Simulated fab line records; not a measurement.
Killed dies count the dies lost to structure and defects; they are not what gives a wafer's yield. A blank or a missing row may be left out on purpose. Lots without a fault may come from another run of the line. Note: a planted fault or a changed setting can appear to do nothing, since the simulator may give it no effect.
Lot-split experiment -- flow ritCmos -- on a route of 202 steps: 5 lots, 23 wafers read

## ON THE SPLIT
At RIT_GATE_EXPOSE_13 (exposes mask M6, target cd 150 nm), the setting doseMj was moved away from the recipe's 380 on 9 of the 23 wafers read, by -6.6% to -3.1%. All remaining wafers had this setting at the recipe value.

## FROM THE SPLIT TO THE READING: what the file shows between them, 5 steps
- RIT_GATE_PEB_14
- RIT_GATE_DEVELOP_15: develop time 50 s
- RIT_GATE_CD_MEAS_16: target cd 150 nm
- RIT_GATE_ETCH_19: etches poly-Si in SF6/CHF3/O2, stops on SiO2, time 165 s, target depth 312.5 nm (also split here: rfW)
- RIT_GATE_STRIP_20: strips in O2, time 180 s

## THE READING
Shown in nm: cdNm at RIT_GATE_CD_MEAS_90, with target cd 150 nm. Typical for fault-free wafers on this fab line: 149.5 nm, with standard deviation 2.7 nm.

wafer,"tool, chamber at the split",doseMj as run,against the recipe,"cdNm, nm",against lot-mates on the recipe
L076.1,"ilineStepper-01, 0",380,recipe,153.9,-
L076.2,"ilineStepper-01, 0",364.4,-4.1%,176.1,+21.5
L076.3,"ilineStepper-01, 0",364.4,-4.1%,175.4,+20.8
L076.4,"ilineStepper-01, 0",364.4,-4.1%,176.4,+21.8
L076.6,"ilineStepper-01, 0",380,recipe,155.2,-
L081.1,"ilineStepper-02, 0",380,recipe,147.3,-
L081.2,"ilineStepper-02, 0",368.3,-3.1%,163.8,+14.9
L081.4,"ilineStepper-02, 0",368.3,-3.1%,164.3,+15.4
L081.5,"ilineStepper-02, 0",380,recipe,150.4,-
L081.6,"ilineStepper-02, 0",368.3,-3.1%,164.4,+15.5
L082.1,"ilineStepper-01, 0",355,-6.6%,186.1,+34.0
L082.2,"ilineStepper-01, 0",355,-6.6%,186.7,+34.6
L082.3,"ilineStepper-01, 0",380,recipe,153.0,-
L082.5,"ilineStepper-01, 0",355,-6.6%,185.4,+33.3
L082.6,"ilineStepper-01, 0",380,recipe,151.1,-
L084.2,"ilineStepper-01, 0",380,recipe,149.5,-
L084.3,"ilineStepper-01, 0",380,recipe,149.3,-
L084.4,"ilineStepper-01, 0",380,recipe,149.6,-
L085.1,"ilineStepper-02, 0",380,recipe,150.1,-
L085.3,"ilineStepper-02, 0",380,recipe,145.7,-
L085.4,"ilineStepper-02, 0",380,recipe,145.0,-
L085.5,"ilineStepper-02, 0",380,recipe,148.8,-
L085.6,"ilineStepper-02, 0",380,recipe,147.0,-

FIT RESULTS
A straight line over all 23 wafers: cdNm changes by -5.64 nm for each +1% of doseMj; r = -0.98; the points scatter about the line by 2.9 nm.
The same after taking each lot's own level away (the mean of its wafers on the recipe; 23 wafers): -5.16 nm for each +1%; r = -1.00; scatter 1.2 nm.
The reading moves by 34 nm for the largest change in doseMj, on that fit.
The span of the lots' own levels, 147.32 to 154.55 nm, comes to 2.7 times the standard deviation stated above.
So the lot-to-lot level changes the slope little: the two slopes agree.
Check: +33.9 nm against its lot-mates is what the line predicts for one of the wafers moved furthest among these (-6.6%) when that wafer is left out of the fit. Against them it came out at +34 nm.

## ADDITIONAL SPLITS CARRIED BY THESE WAFERS
These wafers also went through other splits before the reading. Each is held against what the fit with the lots' levels taken away leaves over:
other split on the same wafers,wafers away from the commonest value,r with cdNm (lot level and that fit taken away)
RIT_ACTIVE_OXIDATION_01 oxTimeS,15,-0.11
RIT_ACTIVE_DEVELOP_10 developTimeS,7,-0.05
RIT_PWELL_COAT_01 spinRpm,6,+0.11
RIT_PWELL_HARDBAKE_07 tempC,7,+0.15
RIT_NRETRO_COAT_01 resistThkNm,10,-0.13
RIT_NRETRO_DEVELOP_05 developTimeS,7,-0.26
RIT_GATE_ETCH_19 rfW,8,-0.22

## THE WHOLE CHAIN: every reading that the file lists as answering this split, in the file's order
step,what it does,reading,change (the file's fit),r (the file's)
RIT_GATE_DEVELOP_15,develop time 50 s,"GATE.cdNm (the simulator's own value, which no gauge read)",-5.17 nm for each +1% of the setting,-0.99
RIT_GATE_CD_MEAS_16,target cd 150 nm,cdNm,-5.13 nm for each +1% of the setting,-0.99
RIT_GATE_CD_MEAS_90,target cd 150 nm,cdNm,-5.15 nm for each +1% of the setting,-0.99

## THE FILE'S OWN FIT
cdNm changes by -5.15 nm for each +1% of doseMj, r = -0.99.
